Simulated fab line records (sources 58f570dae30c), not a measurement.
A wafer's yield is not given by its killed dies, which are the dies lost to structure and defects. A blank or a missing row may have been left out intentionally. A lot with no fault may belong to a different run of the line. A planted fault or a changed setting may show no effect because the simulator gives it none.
Struck lot and sound lot, side by side	flow berkeley_cmos170	27 steps out of a route of 331
Sound: these wafers, L324.1, L324.4, L324.5. Struck: wafers L333.1, L333.4, L333.6. The cause is named last.
Each step with rows lists, per side, the tool, then ch with its chambers, then its first start. Under that, the readings that differ: sound wafers	struck wafers	difference of the means	sigmas: that difference in standard deviations of wafers without a fault.
alike: readings with means less than 2 such deviations apart, plus words and numbers identical on both sides. not compared: withheld readings, readings lacking a value on some wafer, bounds such as >300 that could conceal the same value, and numbers that have no deviation in the record and whose values overlap.
Wherever a step has rows on one side only, a row that says differs or no value, or a row with sigmas, the two part there. Numbers that have no deviation but don't overlap get no sigmas and don't part them. A reading that every wafer of one side lacks parts them only if that side has two wafers or more.

first, 2 steps without rows for these wafers: UCB170_NWELL_PEB_10; UCB170_NWELL_DEVELOP_11 (develop time 45 s).
UCB170_NWELL_OVL_MEAS_12:
  sound on overlay-02 at day 4 18:30; struck on overlay-01 at day 6 16:30
  alike: NWELL_OVL
UCB170_NWELL_ETCH_13: etches Si3N4 in CH3F/Ar/O2, stops on SiO2, target depth 246.4 nm, time 154 s.
  sound on rie_diel-02 ch 0,1,2, day 4 18:32; struck on rie_diel-03 ch 0,1,2, day 6 16:32
  alike: drypump_motor_current_A, oes_product_au, rf_fwd_power_W, throttle_valve_pct
  not compared: rf_hours_counter_h
then, 1 step without rows for these wafers: UCB170_NWELL_IMPLANT_14.
UCB170_NWELL_STRIP_15: strips in O2.
  sound on plasma_asher-01 ch 0,1, day 4 18:47; struck on plasma_asher-01 ch 0,1, day 6 16:47
  alike: drypump_motor_current_A, o2_flow_sccm, oes_product_au, strip_time_to_endpoint_s
  not compared: rf_hours_counter_h
UCB170_NWELL_TW_MEAS_16:
  sound on film_metro-04 at day 4 18:53; struck on film_metro-01 at day 6 16:53
  alike: NWELL_TW
then, 5 steps without rows for these wafers: UCB170_NWELL_CLEAN_17 (cleans in SPM, time 600 s); UCB170_NWELL_WET_ETCH_18 (etches Si3N4 in H3PO4, time 14400 s); UCB170_NWELL_WET_ETCH_19 (etches SiO2 in BOE, time 22 s); UCB170_PWELL_CLEAN_00 (cleans in SPM, time 600 s); UCB170_PWELL_CLEAN_01 (cleans in dHF, time 60 s).
UCB170_PWELL_OXIDATION_02: target thk 26.4 nm, ox time 1260 s.
  sound on furnace-01 ch 0, day 5 05:26; struck on furnace-01 ch 0, day 7 05:31
  alike: spike_tc_source_C, tube_center_temp_C_max
UCB170_PWELL_THK_MEAS_03:
  sound on film_metro-03 at day 5 06:47; struck on film_metro-03 at day 7 06:52
reading	sound	struck	difference	sigmas
PWELL_OXIDE_THK (nm)	26.5 26.4 26.0	40.0 39.8 40.0	+13.6	+28
then, 2 steps without rows for these wafers: UCB170_PWELL_ANNEAL_04 (time 900 s); UCB170_PWELL_CVD_05 (deposits Si3N4 from SiH2Cl2/NH3, target thk 220 nm, time 3300 s).
UCB170_PWELL_THK_MEAS_06:
  sound on film_metro-02 at day 5 15:15; struck on film_metro-01 at day 7 15:25
reading	sound	struck	difference	sigmas
PWELL_NITRIDE_THK (nm)	221.1 221.4 222.4	215.5 218.2 216.2	-5.0	-3
then, 6 steps without rows for these wafers: UCB170_PWELL_HMDS_07 (prime time 60 s); UCB170_PWELL_COAT_08 (resist thk 900 nm); UCB170_PWELL_SOFTBAKE_09 (time 60 s); UCB170_PWELL_EXPOSE_10 (exposes mask PWELL, target cd 3000 nm); UCB170_PWELL_PEB_11; UCB170_PWELL_DEVELOP_12 (develop time 45 s).
UCB170_PWELL_OVL_MEAS_13:
  sound on overlay-01 at day 5 16:58; struck on overlay-02 at day 7 16:26
  alike: PWELL_OVL
UCB170_PWELL_ETCH_14: etches Si3N4 in CH3F/Ar/O2, stops on SiO2, target depth 242 nm, time 151 s.
  sound on rie_diel-04 ch 0,2, day 5 17:01; struck on rie_diel-04 ch 0,1,3, day 7 16:29
reading	sound	struck	difference	sigmas
throttle_valve_pct (%)	8.09 7.83 7.83	8.10 8.08 8.24	+0.22	+2
model.SiO2_of_PWELL_OXIDATION_02.thk_nm (nm)	22.82 22.63 22.24	36.34 36.09 35.98	+13.57	
  alike: drypump_motor_current_A, oes_product_au, rf_fwd_power_W
  not compared: rf_hours_counter_h
then, 2 steps without rows for these wafers: UCB170_PWELL_IMPLANT_15; UCB170_M3_PROBE_99.

== WHERE THEY PART ==
Last at UCB170_PWELL_ETCH_14 as far as this record goes, first at UCB170_PWELL_THK_MEAS_03.

WHY: the cause the simulator had injected
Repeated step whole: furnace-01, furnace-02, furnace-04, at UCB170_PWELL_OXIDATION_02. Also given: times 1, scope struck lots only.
